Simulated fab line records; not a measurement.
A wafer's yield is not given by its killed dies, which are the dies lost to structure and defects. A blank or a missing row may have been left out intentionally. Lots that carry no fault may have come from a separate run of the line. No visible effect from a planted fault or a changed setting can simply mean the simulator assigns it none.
Split-lot experiment / flow berkeleyCmos170 / 23 wafers read from 5 lots, route of 331 steps

## THE SPLIT
At UCB170_SCREENOX_OXIDATION_01 (target thk 14.4 nm, ox time 2400 s), the setting tempC was moved away from the recipe's 900 C on 15 of the 23 wafers read, by -2.5% to +3.0%. This setting was run at the recipe's value on the other wafers.

No step appears in the file between the split and the reading.

## THE READING
At UCB170_SCREENOX_THK_MEAS_02: SCREENOX_OXIDE_THK, given in nm. On this fab line, fault-free wafers typically give 14.17 nm with a standard deviation of 0.22 nm.

wafer=L076.1; tool, chamber at the split=-, -; tempC as run, C=877.3; against the recipe=-2.5%; SCREENOX_OXIDE_THK, nm=10.92; against lot-mates on the recipe=no lot-mate on the recipe
wafer=L076.2; tool, chamber at the split=-, -; tempC as run, C=877.3; against the recipe=-2.5%; SCREENOX_OXIDE_THK, nm=11.20; against lot-mates on the recipe=no lot-mate on the recipe
wafer=L076.4; tool, chamber at the split=-, -; tempC as run, C=877.3; against the recipe=-2.5%; SCREENOX_OXIDE_THK, nm=11.26; against lot-mates on the recipe=no lot-mate on the recipe
wafer=L076.5; tool, chamber at the split=-, -; tempC as run, C=877.3; against the recipe=-2.5%; SCREENOX_OXIDE_THK, nm=10.91; against lot-mates on the recipe=no lot-mate on the recipe
wafer=L076.6; tool, chamber at the split=-, -; tempC as run, C=877.3; against the recipe=-2.5%; SCREENOX_OXIDE_THK, nm=10.97; against lot-mates on the recipe=no lot-mate on the recipe
wafer=L078.1; tool, chamber at the split=-, -; tempC as run, C=921.8; against the recipe=+2.4%; SCREENOX_OXIDE_THK, nm=17.59; against lot-mates on the recipe=no lot-mate on the recipe
wafer=L078.3; tool, chamber at the split=-, -; tempC as run, C=921.8; against the recipe=+2.4%; SCREENOX_OXIDE_THK, nm=18.14; against lot-mates on the recipe=no lot-mate on the recipe
wafer=L078.4; tool, chamber at the split=-, -; tempC as run, C=921.8; against the recipe=+2.4%; SCREENOX_OXIDE_THK, nm=17.82; against lot-mates on the recipe=no lot-mate on the recipe
wafer=L078.5; tool, chamber at the split=-, -; tempC as run, C=921.8; against the recipe=+2.4%; SCREENOX_OXIDE_THK, nm=17.85; against lot-mates on the recipe=no lot-mate on the recipe
wafer=L078.6; tool, chamber at the split=-, -; tempC as run, C=921.8; against the recipe=+2.4%; SCREENOX_OXIDE_THK, nm=17.90; against lot-mates on the recipe=no lot-mate on the recipe
wafer=L082.1; tool, chamber at the split=-, -; tempC as run, C=926.8; against the recipe=+3.0%; SCREENOX_OXIDE_THK, nm=18.40; against lot-mates on the recipe=no lot-mate on the recipe
wafer=L082.2; tool, chamber at the split=-, -; tempC as run, C=926.8; against the recipe=+3.0%; SCREENOX_OXIDE_THK, nm=18.37; against lot-mates on the recipe=no lot-mate on the recipe
wafer=L082.3; tool, chamber at the split=-, -; tempC as run, C=926.8; against the recipe=+3.0%; SCREENOX_OXIDE_THK, nm=18.35; against lot-mates on the recipe=no lot-mate on the recipe
wafer=L082.4; tool, chamber at the split=-, -; tempC as run, C=926.8; against the recipe=+3.0%; SCREENOX_OXIDE_THK, nm=18.42; against lot-mates on the recipe=no lot-mate on the recipe
wafer=L082.5; tool, chamber at the split=-, -; tempC as run, C=926.8; against the recipe=+3.0%; SCREENOX_OXIDE_THK, nm=18.46; against lot-mates on the recipe=no lot-mate on the recipe
wafer=L083.1; tool, chamber at the split=-, -; tempC as run, C=900; against the recipe=recipe; SCREENOX_OXIDE_THK, nm=14.00; against lot-mates on the recipe=-
wafer=L083.2; tool, chamber at the split=-, -; tempC as run, C=900; against the recipe=recipe; SCREENOX_OXIDE_THK, nm=13.96; against lot-mates on the recipe=-
wafer=L083.3; tool, chamber at the split=-, -; tempC as run, C=900; against the recipe=recipe; SCREENOX_OXIDE_THK, nm=14.24; against lot-mates on the recipe=-
wafer=L083.5; tool, chamber at the split=-, -; tempC as run, C=900; against the recipe=recipe; SCREENOX_OXIDE_THK, nm=14.27; against lot-mates on the recipe=-
wafer=L083.6; tool, chamber at the split=-, -; tempC as run, C=900; against the recipe=recipe; SCREENOX_OXIDE_THK, nm=14.24; against lot-mates on the recipe=-
wafer=L084.1; tool, chamber at the split=furnace-02, 0; tempC as run, C=900; against the recipe=recipe; SCREENOX_OXIDE_THK, nm=13.86; against lot-mates on the recipe=-
wafer=L084.3; tool, chamber at the split=furnace-02, 0; tempC as run, C=900; against the recipe=recipe; SCREENOX_OXIDE_THK, nm=13.72; against lot-mates on the recipe=-
wafer=L084.6; tool, chamber at the split=furnace-02, 0; tempC as run, C=900; against the recipe=recipe; SCREENOX_OXIDE_THK, nm=14.06; against lot-mates on the recipe=-

FIT RESULTS
A straight line over all 23 wafers: SCREENOX_OXIDE_THK changes by +1.37 nm for each +1% of tempC; r = +1.00; the points scatter about the line by 0.27 nm.
Too few moved wafers with a lot-mate on the recipe to fit a line net of each lot's own level.

## THE WHOLE CHAIN: every reading that the file lists as answering this split, in the file's order
step=UCB170_SCREENOX_OXIDATION_01; what it does=target thk 14.4 nm, ox time 2400 s; reading=SiO2_of_SCREENOX_OXIDATION_01.thkNm (the simulator's own value, which no gauge read); change (the file's fit)=+1.38 nm for each +1% of the setting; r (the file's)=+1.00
step=UCB170_SCREENOX_THK_MEAS_02; what it does=; reading=SCREENOX_OXIDE_THK; change (the file's fit)=+1.37 for each +1% of the setting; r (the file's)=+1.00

## FILE'S OWN FIT
SCREENOX_OXIDE_THK changes by +1.37 nm for each +1% of tempC, r = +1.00.
